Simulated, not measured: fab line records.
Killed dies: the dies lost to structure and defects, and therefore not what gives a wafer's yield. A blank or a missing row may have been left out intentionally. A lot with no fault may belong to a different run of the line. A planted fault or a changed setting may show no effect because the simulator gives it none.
Split-lot study	flow rit_cmos	on a route of 202 steps: 5 lots, 23 wafers read

== SPLIT DETAILS ==
At RIT_ACTIVE_OXIDATION_01 (target thk 46.8 nm, ox time 3360 s), the setting temp_c was moved away from the recipe's 1000 C on 15 of the 23 wafers read, by +2.5% to +2.8%. The other wafers ran this setting at the recipe's value.

Between the split and the reading, the file records no step.

== THE READING ==
ACTIVE_OXIDE_THK (nm), taken at RIT_ACTIVE_THK_MEAS_02. Fault-free wafers of this fab line usually give 47.0 nm, standard deviation 0.67 nm.

wafer	tool, chamber at the split	temp_c as run, C	against the recipe	ACTIVE_OXIDE_THK, nm	against lot-mates on the recipe
L077.2	-, -	1028	+2.8%	60.6	no lot-mate on the recipe
L077.3	-, -	1028	+2.8%	60.4	no lot-mate on the recipe
L077.4	-, -	1028	+2.8%	60.1	no lot-mate on the recipe
L077.5	-, -	1028	+2.8%	60.7	no lot-mate on the recipe
L077.6	-, -	1028	+2.8%	60.7	no lot-mate on the recipe
L078.1	-, -	1028	+2.8%	61.1	no lot-mate on the recipe
L078.3	-, -	1028	+2.8%	60.9	no lot-mate on the recipe
L078.4	-, -	1028	+2.8%	60.5	no lot-mate on the recipe
L078.5	-, -	1028	+2.8%	61.1	no lot-mate on the recipe
L078.6	-, -	1028	+2.8%	61.0	no lot-mate on the recipe
L080.2	-, -	1025	+2.5%	59.2	no lot-mate on the recipe
L080.3	-, -	1025	+2.5%	58.7	no lot-mate on the recipe
L080.4	-, -	1025	+2.5%	59.4	no lot-mate on the recipe
L080.5	-, -	1025	+2.5%	58.9	no lot-mate on the recipe
L080.6	-, -	1025	+2.5%	59.9	no lot-mate on the recipe
L081.1	-, -	1000	recipe	46.3	-
L081.2	-, -	1000	recipe	46.6	-
L081.3	-, -	1000	recipe	46.6	-
L081.4	-, -	1000	recipe	45.6	-
L081.6	-, -	1000	recipe	45.8	-
L083.4	furnace-04, 0	1000	recipe	46.2	-
L083.5	furnace-04, 0	1000	recipe	46.2	-
L083.6	furnace-04, 0	1000	recipe	46.0	-

FIT RESULTS
A straight line over all 23 wafers: ACTIVE_OXIDE_THK changes by +5.2 nm for each +1% of temp_c; r = +1.00; the points scatter about the line by 0.36 nm.
Too few moved wafers with a lot-mate on the recipe to fit a line net of each lot's own level.

== THE WHOLE CHAIN: every reading that the file lists as answering this split, in the file's order ==
step	what it does	reading	change (the file's fit)	r (the file's)
RIT_ACTIVE_OXIDATION_01	target thk 46.8 nm, ox time 3360 s	SiO2_of_ACTIVE_OXIDATION_01.thk_nm (the simulator's own value, which no gauge read)	+5.2 nm for each +1% of the setting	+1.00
RIT_ACTIVE_THK_MEAS_02		ACTIVE_OXIDE_THK	+5.2 for each +1% of the setting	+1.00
RIT_ACTIVE_ETCH_13	etches Si3N4 in SF6, stops on SiO2, time 210 s, target depth 210 nm	SiO2_of_ACTIVE_OXIDATION_01.thk_nm (the simulator's own value, which no gauge read)	+5.38 nm for each +1% of the setting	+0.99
RIT_FOX2_WET_ETCH_03	etches Si3N4 in H3PO4, target depth 195 nm, time 2700 s	SiO2_of_ACTIVE_OXIDATION_01.thk_nm (the simulator's own value, which no gauge read)	+4.78 nm for each +1% of the setting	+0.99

== FILE'S OWN FIT ==
ACTIVE_OXIDE_THK changes by +5.2 nm for each +1% of temp_c, r = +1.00.
